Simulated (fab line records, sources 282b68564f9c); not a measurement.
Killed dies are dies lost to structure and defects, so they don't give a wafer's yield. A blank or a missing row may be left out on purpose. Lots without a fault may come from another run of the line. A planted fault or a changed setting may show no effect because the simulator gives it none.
Which tool did it? | flow rit_cmos | 6 lots, 18 wafers sampled, at 2 steps of a route of 202

WHAT THE GAUGES READ, wafer by wafer
RIT_NLDD_TW_MEAS_10.
lot  | measured    | on            | NLDD_TW
L569 | day 3 06:18 | film_metro-03 | 2472 2471 2464
L572 | day 3 20:32 | film_metro-03 | 2474 2484 2474
L576 | day 4 16:28 | film_metro-01 | 2483 2490 2490
L582 | day 5 21:06 | film_metro-03 | 2472 2468 2480
L587 | day 6 19:08 | film_metro-01 | 2491 2486 2489
L589 | day 7 07:07 | film_metro-02 | 2477 2476 2483

WHICH TOOL RAN EACH LOT (tool, then ch and the chambers of the sampled wafers, then the start)
lot  | RIT_ACTIVE_CVD_03
L569 | lpcvd-01 ch 0, day 1 17:16
L572 | lpcvd-02 ch 1, day 2 08:07
L576 | lpcvd-02 ch 0, day 3 06:50
L582 | lpcvd-02 ch 1, day 4 10:07
L587 | lpcvd-01 ch 1, day 5 11:57
L589 | lpcvd-01 ch 0, day 5 21:59
- RIT_ACTIVE_CVD_03: deposits Si3N4 from SiH2Cl2/NH3, target thk 150 nm, time 1500 s.

THE ANSWER, worked out from the rows above alone
Rule: what is usual is taken from the lots themselves. Put in order of their means at a reading, lots are off if they are a third of the lots or fewer, leave a main group of 4 or more, and stand apart from it by a gap of 3 or more times the standard deviation of the main group's means; of several such gaps the widest counts. A main group whose means are all the same, to the digits that the tables above print for the reading, isn't used. A lot without any number at a reading at which 4 lots or more have one is off too. The other lots that the step has rows for count as sound.
No lot is off at any reading shown: from this, nothing can be told.

WHAT THE SIMULATOR HAD PUT IN
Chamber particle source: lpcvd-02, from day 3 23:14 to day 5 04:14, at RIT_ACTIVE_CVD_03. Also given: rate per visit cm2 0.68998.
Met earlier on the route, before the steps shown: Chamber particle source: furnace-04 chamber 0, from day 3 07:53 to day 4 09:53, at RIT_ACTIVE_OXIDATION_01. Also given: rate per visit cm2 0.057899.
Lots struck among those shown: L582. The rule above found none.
